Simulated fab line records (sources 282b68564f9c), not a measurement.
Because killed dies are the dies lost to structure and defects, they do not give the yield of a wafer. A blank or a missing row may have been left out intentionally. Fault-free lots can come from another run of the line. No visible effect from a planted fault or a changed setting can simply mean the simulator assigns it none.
fab line records + flow rit_cmos
record:
- lots: 14
- wafers: 42
- last_day: 7
route steps=202 shown ACTIVE@4 GATE@85 NLDD@109 NSD@137 M1@202
lots with no fault: from the same line, run without faults
start_h: the number of hours between the record's first day and the start of the first shown wafer of the lot + wait_h: hours from the lot's prior step to this one + " unchanged from the row above + L1.1+2: a single row standing in for several wafers + - no value, or no start was given + * or withheld: withheld + < > ~ a bound
route shown NAME@n: a module of which the file shows steps, and the number in the route of the first + usual: the fault-free wafers' mean and standard deviation + same: alike in all rows + chamber/n: place in a boat + sites: each site's reading + _std_site: standard deviation across them + _edge_site: outer sites' mean less inner sites' + radius_mm: for every site, how far away it sits from the centre of the wafer + mask NAME#n: copy n + behind: the last tool/chamber to shape the wafer + hold: what put the lot on hold/how long, in hours/how the hold closed + device: which transistor (n, p or np) failed to switch + end of line: the tests these same wafers got at the end of their route + a step with no rows: only its recipe + killed: not the wafer's yield, but the dies lost to structure and defects at the first sort + map: per-die view of a wafer (x killed, . not killed, _ where there is no die)
set.NAME: the run value of the setting; set.NAME@STEP: its run value at that earlier step + model.NAME: the simulator's own value behind a step, which no gauge read
a sample of lots followed through the steps of the route, with each step as a table and each wafer as a row
services: the hour from which a tool's chamber was out of use, counted from the record's first day as start_h (under 0 if before that day), plus the number of hours and why
== steps ==
step: RIT_ACTIVE_CVD_03
recipe:
- material: Si3N4
- target_thk_nm: 150
- temp_c: 810
- precursor: SiH2Cl2/NH3
- time_s: 1500
- pressure_mtorr: 300
- sih2cl2_flow_sccm: 60
- nh3_flow_sccm: 150
usual:
- nh3_flow_sccm: 150.1/0.41
- pressure_mtorr: 300.0/0.51
- susceptor_temp_C: 810.1/0.34
| lot.wafer | tool     | chamber | start_h | wait_h | nh3_flow_sccm | pressure_mtorr | susceptor_temp_C |
|-----------|----------|---------|---------|--------|---------------|----------------|------------------|
| L742.1    | lpcvd-02 | 0       | 12.11   | 0.1    | 149.6         | 300.6          | 810.5            |
| L742.4    | "        | 0       | "       | "      | 149.8         | 299.3          | 810.5            |
| L742.5    | "        | 0       | "       | "      | 149.4         | 299.9          | 810.1            |
| L743.1    | lpcvd-01 | 1       | 17.11   | 0.1    | 150.3         | 300.2          | 809.7            |
| L743.2    | "        | 1       | "       | "      | 149.9         | 299.7          | 810.0            |
| L743.4    | "        | 1       | "       | "      | 149.4         | 300.3          | 809.9            |
| L745.1    | lpcvd-01 | 0       | 27.11   | 0.1    | 150.1         | 300.4          | 810.2            |
| L745.3    | "        | 0       | "       | "      | 149.9         | 300.5          | 810.3            |
| L745.5    | "        | 0       | "       | "      | 150.1         | 300.3          | 810.1            |
| L748.4    | lpcvd-01 | 0       | 42.11   | 0.0    | -             | -              | -                |
| L748.5    | "        | 0       | "       | "      | -             | -              | -                |
| L748.6    | "        | 0       | "       | "      | -             | -              | -                |
| L749.1    | lpcvd-02 | 0       | 47.11   | 0.1    | -             | -              | -                |
| L749.2    | "        | 0       | "       | "      | -             | -              | -                |
| L749.5    | "        | 0       | "       | "      | -             | -              | -                |
| L755.1    | lpcvd-02 | 1       | 77.11   | 0.1    | 150.8         | 300.2          | 810.1            |
| L755.4    | "        | 1       | "       | "      | 150.0         | 299.4          | 810.4            |
| L755.5    | "        | 1       | "       | "      | 150.3         | 299.8          | 810.1            |
| L756.2    | lpcvd-01 | 0       | 82.23   | 0.0    | 150.3         | 300.8          | 810.3            |
| L756.3    | "        | 0       | "       | "      | 150.3         | 300.9          | 810.4            |
| L756.5    | "        | 0       | "       | "      | 150.4         | 300.8          | 810.1            |
| L758.1    | lpcvd-01 | 0       | 93.00   | 0.1    | 150.2         | 300.0          | 810.2            |
| L758.3    | "        | 0       | "       | "      | 150.3         | 299.6          | 810.6            |
| L758.5    | "        | 0       | "       | "      | 150.3         | 299.8          | 810.2            |
| L759.2    | lpcvd-02 | 0       | 97.11   | 0.0    | 149.9         | 298.9          | 810.1            |
| L759.4    | "        | 0       | "       | "      | 149.8         | 299.9          | 809.9            |
| L759.6    | "        | 0       | "       | "      | 150.2         | 299.3          | 810.1            |
| L760.2    | lpcvd-02 | 0       | 104.94  | 0.0    | 148.9         | 299.9          | 809.4            |
| L760.3    | "        | 0       | "       | "      | 150.3         | 299.8          | 809.8            |
| L760.4    | "        | 0       | "       | "      | 149.4         | 299.8          | 809.9            |
| L761.4    | lpcvd-01 | 1       | 108.59  | 0.4    | 149.9         | 299.8          | 809.7            |
| L761.5    | "        | 1       | "       | "      | 149.7         | 299.8          | 810.1            |
| L761.6    | "        | 1       | "       | "      | 149.2         | 300.2          | 809.5            |
| L762.2    | lpcvd-01 | 0       | 112.11  | 0.0    | 150.2         | 300.3          | 809.8            |
| L762.4    | "        | 0       | "       | "      | 150.5         | 299.9          | 810.3            |
| L762.5    | "        | 0       | "       | "      | 150.8         | 300.2          | 810.2            |
| L763.3    | lpcvd-02 | 1       | 118.67  | 0.0    | 149.3         | 299.6          | 810.2            |
| L763.4    | "        | 1       | "       | "      | 149.6         | 299.1          | 809.9            |
| L763.5    | "        | 1       | "       | "      | 149.6         | 299.6          | 810.4            |
| L764.4    | lpcvd-02 | 1       | 123.24  | 0.0    | 150.7         | 299.1          | 809.9            |
| L764.5    | "        | 1       | "       | "      | 149.7         | 299.5          | 810.4            |
| L764.6    | "        | 1       | "       | "      | 150.3         | 299.6          | 810.5            |
step: RIT_ACTIVE_CD_MEAS_90
recipe:
- target_cd_nm: 1400
usual:
- cd_nm: 1400.1/1.9
| lot.wafer | tool      | chamber | start_h | wait_h | cd_nm  |
|-----------|-----------|---------|---------|--------|--------|
| L742.1    | cd_sem-02 | -       | 15.73   | 0.1    | 1400.3 |
| L742.4    | "         | -       | "       | "      | 1402.9 |
| L742.5    | "         | -       | "       | "      | 1403.1 |
| L743.1    | cd_sem-02 | -       | 20.14   | 0.1    | 1401.4 |
| L743.2    | "         | -       | "       | "      | 1399.3 |
| L743.4    | "         | -       | "       | "      | 1400.4 |
| L745.1    | cd_sem-02 | -       | 30.14   | 0.1    | 1400.2 |
| L745.3    | "         | -       | "       | "      | 1397.7 |
| L745.5    | "         | -       | "       | "      | 1397.3 |
| L748.4    | cd_sem-01 | -       | 45.08   | 0.1    | -      |
| L748.5    | "         | -       | "       | "      | -      |
| L748.6    | "         | -       | "       | "      | -      |
| L749.1    | cd_sem-01 | -       | 50.85   | 0.1    | -      |
| L749.2    | "         | -       | "       | "      | -      |
| L749.5    | "         | -       | "       | "      | -      |
| L755.1    | cd_sem-02 | -       | 80.73   | 0.1    | 1397.2 |
| L755.4    | "         | -       | "       | "      | 1399.7 |
| L755.5    | "         | -       | "       | "      | 1399.7 |
| L756.2    | cd_sem-02 | -       | 85.16   | 0.1    | 1398.9 |
| L756.3    | "         | -       | "       | "      | 1397.0 |
| L756.5    | "         | -       | "       | "      | 1395.9 |
| L758.1    | cd_sem-02 | -       | 96.03   | 0.1    | 1402.9 |
| L758.3    | "         | -       | "       | "      | 1402.2 |
| L758.5    | "         | -       | "       | "      | 1402.4 |
| L759.2    | cd_sem-01 | -       | 100.87  | 0.1    | 1400.2 |
| L759.4    | "         | -       | "       | "      | 1400.8 |
| L759.6    | "         | -       | "       | "      | 1402.1 |
| L760.2    | cd_sem-02 | -       | 108.69  | 0.1    | 1402.8 |
| L760.3    | "         | -       | "       | "      | 1402.3 |
| L760.4    | "         | -       | "       | "      | 1403.9 |
| L761.4    | cd_sem-02 | -       | 111.66  | 0.1    | 1400.5 |
| L761.5    | "         | -       | "       | "      | 1400.0 |
| L761.6    | "         | -       | "       | "      | 1401.6 |
| L762.2    | cd_sem-02 | -       | 115.04  | 0.1    | 1397.4 |
| L762.4    | "         | -       | "       | "      | 1397.7 |
| L762.5    | "         | -       | "       | "      | 1396.1 |
| L763.3    | cd_sem-02 | -       | 122.33  | 0.1    | 1402.3 |
| L763.4    | "         | -       | "       | "      | 1400.9 |
| L763.5    | "         | -       | "       | "      | 1400.8 |
| L764.4    | cd_sem-02 | -       | 126.91  | 0.1    | 1399.5 |
| L764.5    | "         | -       | "       | "      | 1400.2 |
| L764.6    | "         | -       | "       | "      | 1401.7 |
step: RIT_GATE_THK_MEAS_09
recipe:
- reads: poly-Si_of_GATE_CVD_08
usual:
- GATE_POLY_THK: 249.5/2.2
| lot.wafer | tool          | chamber | start_h | wait_h | GATE_POLY_THK[nm] |
|-----------|---------------|---------|---------|--------|-------------------|
| L742.1    | film_metro-02 | -       | 36.43   | 0.0    | 247.1             |
| L742.4    | "             | -       | "       | "      | 244.2             |
| L742.5    | "             | -       | "       | "      | 244.9             |
| L743.1    | film_metro-02 | -       | 40.05   | 0.0    | 254.8             |
| L743.2    | "             | -       | "       | "      | 252.5             |
| L743.4    | "             | -       | "       | "      | 254.6             |
| L745.1    | film_metro-03 | -       | 52.18   | 0.0    | 252.0             |
| L745.3    | "             | -       | "       | "      | 251.0             |
| L745.5    | "             | -       | "       | "      | 251.6             |
| L755.1    | film_metro-02 | -       | 112.41  | 0.0    | 249.5             |
| L755.4    | "             | -       | "       | "      | 250.4             |
| L755.5    | "             | -       | "       | "      | 252.0             |
| L756.2    | film_metro-04 | -       | 114.85  | 0.0    | 246.4             |
| L756.3    | "             | -       | "       | "      | 247.6             |
| L756.5    | "             | -       | "       | "      | 246.6             |
| L758.1    | film_metro-04 | -       | 120.54  | 0.0    | 248.5             |
| L758.3    | "             | -       | "       | "      | 250.5             |
| L758.5    | "             | -       | "       | "      | 249.9             |
| L759.2    | film_metro-04 | -       | 127.80  | 0.0    | 251.0             |
| L759.4    | "             | -       | "       | "      | 249.9             |
| L759.6    | "             | -       | "       | "      | 249.4             |
| L760.2    | film_metro-04 | -       | 130.23  | 0.0    | 245.6             |
| L760.3    | "             | -       | "       | "      | 245.7             |
| L760.4    | "             | -       | "       | "      | 245.6             |
| L761.4    | film_metro-03 | -       | 133.30  | 0.0    | 247.7             |
| L761.5    | "             | -       | "       | "      | 251.0             |
| L761.6    | "             | -       | "       | "      | 248.2             |
| L762.2    | film_metro-03 | -       | 137.99  | 0.0    | 249.6             |
| L762.4    | "             | -       | "       | "      | 248.8             |
| L762.5    | "             | -       | "       | "      | 250.3             |
| L763.3    | film_metro-03 | -       | 142.35  | 0.0    | 250.6             |
| L763.4    | "             | -       | "       | "      | 250.7             |
| L763.5    | "             | -       | "       | "      | 250.4             |
| L764.4    | film_metro-04 | -       | 146.50  | 0.0    | 249.8             |
| L764.5    | "             | -       | "       | "      | 250.4             |
| L764.6    | "             | -       | "       | "      | 248.3             |
step: RIT_NLDD_OVL_MEAS_06
usual:
- NLDD_OVL: -0.2/1.5
| lot.wafer | tool       | chamber | start_h | wait_h | NLDD_OVL[nm] |
|-----------|------------|---------|---------|--------|--------------|
| L742.1    | overlay-02 | -       | 42.01   | -      | 0.3          |
| L742.4    | "          | -       | "       | "      | 1.6          |
| L742.5    | "          | -       | "       | "      | 0.3          |
| L743.1    | overlay-01 | -       | 46.13   | -      | -2.0         |
| L743.2    | "          | -       | "       | "      | -0.2         |
| L743.4    | "          | -       | "       | "      | -0.1         |
| L745.1    | overlay-02 | -       | 58.76   | -      | -1.9         |
| L745.3    | "          | -       | "       | "      | -1.6         |
| L745.5    | "          | -       | "       | "      | 0.2          |
| L755.1    | overlay-02 | -       | 118.16  | -      | -0.3         |
| L755.4    | "          | -       | "       | "      | -0.6         |
| L755.5    | "          | -       | "       | "      | -1.7         |
| L756.2    | overlay-02 | -       | 121.91  | -      | 0.1          |
| L756.3    | "          | -       | "       | "      | 0.5          |
| L756.5    | "          | -       | "       | "      | 2.6          |
| L758.1    | overlay-01 | -       | 126.25  | -      | 1.5          |
| L758.3    | "          | -       | "       | "      | 2.0          |
| L758.5    | "          | -       | "       | "      | 0.0          |
| L759.2    | overlay-02 | -       | 133.37  | -      | -0.6         |
| L759.4    | "          | -       | "       | "      | 0.0          |
| L759.6    | "          | -       | "       | "      | 0.7          |
| L760.2    | overlay-02 | -       | 135.79  | -      | -4.2         |
| L760.3    | "          | -       | "       | "      | -3.3         |
| L760.4    | "          | -       | "       | "      | -2.6         |
| L761.4    | overlay-02 | -       | 138.97  | -      | 1.3          |
| L761.5    | "          | -       | "       | "      | -0.9         |
| L761.6    | "          | -       | "       | "      | -0.2         |
| L762.2    | overlay-02 | -       | 143.78  | -      | 1.6          |
| L762.4    | "          | -       | "       | "      | 1.2          |
| L762.5    | "          | -       | "       | "      | 1.4          |
| L763.3    | overlay-02 | -       | 148.20  | -      | -3.4         |
| L763.4    | "          | -       | "       | "      | -1.4         |
| L763.5    | "          | -       | "       | "      | -1.1         |
| L764.4    | overlay-02 | -       | 152.10  | -      | -3.3         |
| L764.5    | "          | -       | "       | "      | -0.5         |
| L764.6    | "          | -       | "       | "      | -1.6         |
step: RIT_NSD_OVL_MEAS_06
usual:
- NSD_OVL: -0.4/1.1
| lot.wafer | tool       | chamber | start_h | wait_h | NSD_OVL[nm] |
|-----------|------------|---------|---------|--------|-------------|
| L742.1    | overlay-01 | -       | 47.63   | -      | -2.2        |
| L742.4    | "          | -       | "       | "      | -2.0        |
| L742.5    | "          | -       | "       | "      | -3.2        |
| L743.1    | overlay-01 | -       | 51.84   | -      | -0.3        |
| L743.2    | "          | -       | "       | "      | -1.5        |
| L743.4    | "          | -       | "       | "      | -0.9        |
| L745.1    | overlay-02 | -       | 64.34   | -      | -1.7        |
| L745.3    | "          | -       | "       | "      | -1.2        |
| L745.5    | "          | -       | "       | "      | -0.1        |
| L755.1    | overlay-01 | -       | 123.77  | -      | 0.2         |
| L755.4    | "          | -       | "       | "      | -0.3        |
| L755.5    | "          | -       | "       | "      | -1.3        |
| L756.2    | overlay-01 | -       | 127.40  | -      | 0.7         |
| L756.3    | "          | -       | "       | "      | 0.7         |
| L756.5    | "          | -       | "       | "      | -0.2        |
| L758.1    | overlay-01 | -       | 132.08  | -      | -1.9        |
| L758.3    | "          | -       | "       | "      | -1.1        |
| L758.5    | "          | -       | "       | "      | -0.9        |
| L759.2    | overlay-01 | -       | 138.72  | -      | -0.5        |
| L759.4    | "          | -       | "       | "      | -1.6        |
| L759.6    | "          | -       | "       | "      | -1.0        |
| L760.2    | overlay-02 | -       | 142.23  | -      | -0.1        |
| L760.3    | "          | -       | "       | "      | 1.8         |
| L760.4    | "          | -       | "       | "      | -1.2        |
| L761.4    | overlay-02 | -       | 146.97  | -      | 0.2         |
| L761.5    | "          | -       | "       | "      | 0.0         |
| L761.6    | "          | -       | "       | "      | 0.0         |
| L762.2    | overlay-01 | -       | 150.30  | -      | -0.1        |
| L762.4    | "          | -       | "       | "      | 0.0         |
| L762.5    | "          | -       | "       | "      | 0.9         |
| L763.3    | overlay-01 | -       | 154.70  | -      | -0.4        |
| L763.4    | "          | -       | "       | "      | -1.3        |
| L763.5    | "          | -       | "       | "      | -0.1        |
| L764.4    | overlay-02 | -       | 158.52  | -      | 0.1         |
| L764.5    | "          | -       | "       | "      | 1.4         |
| L764.6    | "          | -       | "       | "      | 0.8         |
step: RIT_M1_PROBE_99
usual:
- killed_at_M0_to_M3: 0.0/0.12
- killed_at_contacts: 0.1/0.23
- killed_at_front_end: 7/3
- killed_dies: 7/3.1
- killed_on_rim: 1.9/1.5
- killed_open: 3.3/2.1
- killed_short: 3.3/2
same:
- gross_dies: 264
- killed_at_M4_up: 0
- killed_at_back_side: 0
- killed_at_other: 0
| lot.wafer | tool      | chamber | start_h | wait_h | killed_at_M0_to_M3 | killed_at_contacts | killed_at_front_end | killed_dies | killed_on_rim | killed_open | killed_short |
|-----------|-----------|---------|---------|--------|--------------------|--------------------|---------------------|-------------|---------------|-------------|--------------|
| L742.1    | prober-02 | -       | 58.67   | 0.1    | 0                  | 0                  | 12                  | 12          | 4             | 7           | 5            |
| L742.4    | prober-02 | -       | 58.82   | 0.2    | 0                  | 0                  | 10                  | 10          | 2             | 2           | 8            |
| L742.5    | prober-02 | -       | 58.87   | 0.2    | 0                  | 0                  | 13                  | 13          | 3             | 9           | 4            |
| L743.1    | prober-01 | -       | 62.16   | 0.1    | 0                  | 0                  | 6                   | 6           | 1             | 3           | 3            |
| L743.2    | prober-01 | -       | 62.21   | 0.1    | 0                  | 0                  | 3                   | 3           | 1             | 1           | 2            |
| L743.4    | prober-01 | -       | 62.31   | 0.2    | 0                  | 0                  | 7                   | 7           | 3             | 4           | 3            |
| L745.1    | prober-01 | -       | 74.29   | 0.1    | 0                  | 0                  | 12                  | 12          | 3             | 3           | 9            |
| L745.3    | prober-01 | -       | 74.39   | 0.2    | 0                  | 0                  | 6                   | 6           | 1             | 1           | 5            |
| L745.5    | prober-01 | -       | 74.49   | 0.2    | 0                  | 0                  | 11                  | 11          | 1             | 7           | 4            |
| L748.4    | prober-02 | -       | 92.46   | 0.2    | 1                  | 0                  | 263                 | 264         | 70            | 5           | 1            |
| L748.5    | prober-02 | -       | 92.51   | 0.2    | 0                  | 0                  | 264                 | 264         | 70            | 1           | 1            |
| L748.6    | prober-02 | -       | 92.56   | 0.2    | 0                  | 0                  | 264                 | 264         | 70            | 0           | 1            |
| L749.1    | prober-01 | -       | 95.12   | 0.1    | 0                  | 0                  | 264                 | 264         | 70            | 0           | 0            |
| L749.2    | prober-01 | -       | 95.17   | 0.1    | 0                  | 0                  | 264                 | 264         | 70            | 1           | 0            |
| L749.5    | prober-01 | -       | 95.32   | 0.2    | 0                  | 1                  | 263                 | 264         | 70            | 0           | 2            |
| L755.1    | prober-01 | -       | 133.97  | 0.1    | 0                  | 0                  | 2                   | 2           | 1             | 1           | 1            |
| L755.4    | prober-01 | -       | 134.12  | 0.2    | 0                  | 0                  | 8                   | 8           | 2             | 3           | 5            |
| L755.5    | prober-01 | -       | 134.17  | 0.2    | 0                  | 0                  | 5                   | 5           | 2             | 1           | 4            |
| L756.2    | prober-02 | -       | 137.62  | 0.1    | 0                  | 0                  | 9                   | 9           | 2             | 4           | 5            |
| L756.3    | prober-02 | -       | 137.67  | 0.2    | 1                  | 0                  | 11                  | 12          | 4             | 5           | 7            |
| L756.5    | prober-02 | -       | 137.77  | 0.2    | 0                  | 0                  | 5                   | 5           | 3             | 4           | 1            |
| L758.1    | prober-02 | -       | 143.67  | 0.1    | 0                  | 0                  | 6                   | 6           | 2             | 1           | 5            |
| L758.3    | prober-02 | -       | 143.77  | 0.2    | 0                  | 0                  | 8                   | 8           | 2             | 5           | 3            |
| L758.5    | prober-02 | -       | 143.87  | 0.2    | 0                  | 0                  | 11                  | 11          | 0             | 7           | 4            |
| L759.2    | prober-01 | -       | 148.69  | 0.1    | 0                  | 0                  | 4                   | 4           | 0             | 2           | 2            |
| L759.4    | prober-01 | -       | 148.79  | 0.2    | 0                  | 0                  | 7                   | 7           | 3             | 4           | 3            |
| L759.6    | prober-01 | -       | 148.89  | 0.2    | 0                  | 0                  | 6                   | 6           | 0             | 3           | 3            |
| L760.2    | prober-02 | -       | 152.87  | 0.1    | 0                  | 0                  | 8                   | 8           | 2             | 4           | 4            |
| L760.3    | prober-02 | -       | 152.92  | 0.2    | 0                  | 0                  | 9                   | 9           | 0             | 3           | 6            |
| L760.4    | prober-02 | -       | 152.97  | 0.2    | 0                  | 1                  | 12                  | 13          | 5             | 8           | 5            |
| L761.4    | prober-01 | -       | 157.34  | 0.2    | 0                  | 0                  | 6                   | 6           | 3             | 2           | 4            |
| L761.5    | prober-01 | -       | 157.39  | 0.2    | 0                  | 0                  | 6                   | 6           | 3             | 4           | 2            |
| L761.6    | prober-01 | -       | 157.44  | 0.2    | 0                  | 0                  | 10                  | 10          | 4             | 2           | 8            |
| L762.2    | prober-02 | -       | 165.10  | 0.1    | 0                  | 1                  | 6                   | 7           | 2             | 2           | 5            |
| L762.4    | prober-02 | -       | 165.20  | 0.2    | 0                  | 0                  | 5                   | 5           | 1             | 2           | 3            |
| L762.5    | prober-02 | -       | 165.25  | 0.2    | 0                  | 0                  | 4                   | 4           | 0             | 1           | 3            |
| L763.3    | prober-01 | -       | 165.15  | 0.2    | 0                  | 0                  | 9                   | 9           | 5             | 4           | 5            |
| L763.4    | prober-01 | -       | 165.20  | 0.2    | 0                  | 0                  | 7                   | 7           | 1             | 4           | 3            |
| L763.5    | prober-01 | -       | 165.25  | 0.2    | 0                  | 0                  | 6                   | 6           | 3             | 5           | 1            |
| L764.4    | prober-02 | -       | 169.96  | 0.2    | 0                  | 0                  | 12                  | 12          | 6             | 7           | 5            |
| L764.5    | prober-02 | -       | 170.01  | 0.2    | 0                  | 0                  | 12                  | 12          | 4             | 8           | 4            |
| L764.6    | prober-02 | -       | 170.06  | 0.2    | 0                  | 0                  | 7                   | 7           | 2             | 2           | 5            |
killed by level:class
L742.1 GATE:geometric_particle:open=3 REOX:geometric_particle:short=2 SILICIDE:geometric_particle:open=2 SILICIDE:geometric_particle:short=2 FOX1:geometric_particle:open=1 FOX1:geometric_particle:short=1 REOX:geometric_particle:open=1
L742.4 FOX1:geometric_particle:short=5 FOX1:geometric_particle:open=2 GATE:geometric_particle:short=2 SILICIDE:geometric_particle:short=1
L742.5 GATE:geometric_particle:open=3 REOX:geometric_particle:open=2 FOX1:geometric_particle:short=1 FOX1:geometric_particle:open=1 FOX2:geometric_particle:open=1 REOX:geometric_particle:short=1 SPACER:geometric_particle:short=1 SPACER:geometric_particle:open=1
L743.1 SILICIDE:geometric_particle:short=2 FOX1:geometric_particle:open=1 GATE:geometric_particle:short=1 GATE:geometric_particle:open=1 SILICIDE:geometric_particle:open=1
L743.2 FOX2:geometric_particle:short=1 GATE:geometric_particle:short=1 REOX:geometric_particle:open=1
L743.4 SILICIDE:geometric_particle:open=2 FOX1:geometric_particle:open=1 FOX2:geometric_particle:short=1 GATE:geometric_particle:open=1 REOX:geometric_particle:short=1 SPACER:geometric_particle:short=1
L745.1 REOX:geometric_particle:short=3 GATE:geometric_particle:open=2 GATE:geometric_particle:short=2 SPACER:geometric_particle:short=2 FOX1:geometric_particle:short=1 REOX:geometric_particle:open=1 SILICIDE:geometric_particle:short=1
L745.3 GATE:geometric_particle:short=3 FOX1:geometric_particle:short=2 SILICIDE:geometric_particle:open=1
L745.5 GATE:geometric_particle:short=3 SILICIDE:geometric_particle:open=3 SPACER:geometric_particle:open=2 FOX1:geometric_particle:open=1 FOX2:geometric_particle:open=1 SPACER:geometric_particle:short=1
L748.4 ACTIVE:lost_pattern=255 SILICIDE:geometric_particle:open=3 FOX2:geometric_particle:open=2 FOX2:geometric_particle:short=1 PWELL:area_expose=1 M1:area_expose=1 NLDD:area_expose=1
L748.5 ACTIVE:lost_pattern=261 SILICIDE:geometric_particle:short=1 SILICIDE:geometric_particle:open=1 PSD:area_expose=1
L748.6 ACTIVE:lost_pattern=263 FOX1:geometric_particle:short=1
L749.1 ACTIVE:lost_pattern=264
L749.2 ACTIVE:lost_pattern=263 SILICIDE:geometric_particle:open=1
L749.5 ACTIVE:lost_pattern=259 FOX1:geometric_particle:short=1 GATE:geometric_particle:short=1 PWELL:area_expose=1 CONTACT:area_expose=1 ACTIVE:area_cvd=1
L755.1 FOX2:geometric_particle:short=1 GATE:geometric_particle:open=1
L755.4 GATE:geometric_particle:short=3 GATE:geometric_particle:open=2 REOX:geometric_particle:short=2 REOX:geometric_particle:open=1
L755.5 GATE:geometric_particle:short=2 FOX2:geometric_particle:short=1 FOX2:geometric_particle:open=1 SPACER:geometric_particle:short=1
L756.2 SPACER:geometric_particle:short=3 FOX1:geometric_particle:short=1 FOX1:geometric_particle:open=1 GATE:geometric_particle:open=1 GATE:geometric_particle:short=1 SPACER:geometric_particle:open=1 SILICIDE:geometric_particle:open=1
L756.3 FOX1:geometric_particle:open=2 FOX2:geometric_particle:short=2 GATE:geometric_particle:open=2 FOX1:geometric_particle:short=1 GATE:geometric_particle:short=1 REOX:geometric_particle:open=1 SPACER:geometric_particle:short=1 SILICIDE:geometric_particle:short=1
L756.5 FOX2:geometric_particle:open=2 REOX:geometric_particle:short=1 SPACER:geometric_particle:open=1 SILICIDE:geometric_particle:open=1
L758.1 REOX:geometric_particle:short=2 SILICIDE:geometric_particle:short=2 FOX1:geometric_particle:short=1 REOX:geometric_particle:open=1
L758.3 GATE:geometric_particle:short=3 GATE:geometric_particle:open=2 FOX2:geometric_particle:open=1 REOX:geometric_particle:open=1 SILICIDE:geometric_particle:open=1
L758.5 REOX:geometric_particle:open=3 GATE:geometric_particle:open=2 REOX:geometric_particle:short=2 SILICIDE:geometric_particle:open=2 FOX2:geometric_particle:short=1 GATE:geometric_particle:short=1
L759.2 FOX2:geometric_particle:short=1 GATE:geometric_particle:short=1 GATE:geometric_particle:open=1 SPACER:geometric_particle:open=1
L759.4 GATE:geometric_particle:short=3 SPACER:geometric_particle:open=2 FOX1:geometric_particle:open=1 GATE:geometric_particle:open=1
L759.6 FOX1:geometric_particle:open=3 FOX1:geometric_particle:short=1 SPACER:geometric_particle:short=1 SILICIDE:geometric_particle:short=1
L760.2 SILICIDE:geometric_particle:open=2 SILICIDE:geometric_particle:short=2 FOX1:geometric_particle:open=1 GATE:geometric_particle:short=1 REOX:geometric_particle:open=1 SPACER:geometric_particle:short=1
L760.3 REOX:geometric_particle:short=3 GATE:geometric_particle:short=2 FOX1:geometric_particle:open=1 REOX:geometric_particle:open=1 SILICIDE:geometric_particle:short=1 SILICIDE:geometric_particle:open=1
L760.4 SILICIDE:geometric_particle:open=4 GATE:geometric_particle:open=3 GATE:geometric_particle:short=2 SPACER:geometric_particle:short=2 SILICIDE:geometric_particle:short=1 CONTACT:geometric_particle:open=1
L761.4 SILICIDE:geometric_particle:short=3 GATE:geometric_particle:short=1 SILICIDE:geometric_particle:open=1 REOX:geometric_particle:open=1
L761.5 GATE:geometric_particle:open=2 SPACER:geometric_particle:open=2 FOX1:geometric_particle:short=1 GATE:geometric_particle:short=1
L761.6 FOX1:geometric_particle:short=4 SPACER:geometric_particle:short=2 GATE:geometric_particle:short=1 SPACER:geometric_particle:open=1 SILICIDE:geometric_particle:open=1 SILICIDE:geometric_particle:short=1
L762.2 REOX:geometric_particle:short=2 GATE:geometric_particle:open=1 GATE:geometric_particle:short=1 SILICIDE:geometric_particle:open=1 SILICIDE:geometric_particle:short=1 CONTACT:geometric_particle:short=1
L763.3 GATE:geometric_particle:open=3 GATE:geometric_particle:short=3 FOX1:geometric_particle:open=1 FOX1:geometric_particle:short=1 SILICIDE:geometric_particle:short=1
L762.4 REOX:geometric_particle:short=2 SPACER:geometric_particle:open=2 SPACER:geometric_particle:short=1
L763.4 SPACER:geometric_particle:open=2 SILICIDE:geometric_particle:short=2 GATE:geometric_particle:open=1 REOX:geometric_particle:short=1 SILICIDE:geometric_particle:open=1
L762.5 SILICIDE:geometric_particle:short=2 FOX1:geometric_particle:open=1 FOX2:geometric_particle:short=1
L763.5 FOX2:geometric_particle:open=2 REOX:geometric_particle:open=2 REOX:geometric_particle:short=1 SILICIDE:geometric_particle:open=1
L764.4 SILICIDE:geometric_particle:open=5 FOX1:geometric_particle:short=2 FOX2:geometric_particle:open=2 GATE:geometric_particle:short=2 REOX:geometric_particle:short=1
L764.5 SPACER:geometric_particle:short=3 REOX:geometric_particle:open=2 SPACER:geometric_particle:open=2 SILICIDE:geometric_particle:open=2 FOX1:geometric_particle:open=1 GATE:geometric_particle:open=1 GATE:geometric_particle:short=1
L764.6 REOX:geometric_particle:short=2 SILICIDE:geometric_particle:open=2 GATE:geometric_particle:short=1 SPACER:geometric_particle:short=1 SILICIDE:geometric_particle:short=1
== services ==
| tool     | chamber | start_h | hours | kind   |
|----------|---------|---------|-------|--------|
| lpcvd-02 | -       | -9.96   | 0.3   | repair |
== key ==
first_sign:
- step: RIT_ACTIVE_CVD_03
- reading: tool_record
- direction: missing
effect:
- step: RIT_ACTIVE_CD_MEAS_90
- reading: cd_nm
- direction: missing
effect:
- step: RIT_M1_PROBE_99
- reading: killed_at_front_end
- direction: up
- sigmas: 85
- usual: 7
- struck: 264
met_at RIT_ACTIVE_CVD_03
struck_lots L748,L749
later_rows_left_out L748.4,L748.5,L748.6,L749.1,L749.2,L749.5
tester_left_out L748,L749
not_acting_at RIT_GATE_THK_MEAS_09,RIT_NLDD_OVL_MEAS_06,RIT_NSD_OVL_MEAS_06
onset_between 27.11 42.11
fault:
- kind: skipped_step_whole
- tool: lpcvd-01,lpcvd-02
- chamber: -
- onset_h: 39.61
- steps: RIT_ACTIVE_CVD_03
- scope: struck_lots_only
tester_left_out: of these lots the tester's yield and bins aren't shown, on N5 and GAA mostly nor the transistor test; their killed dies are dies lost to structure and defects alone, not to doping, threshold or leakage, so they don't give the yield
later_rows_left_out: the simulator's readings of these wafers behind a module that went badly wrong aren't trusted and aren't shown, but for the sort
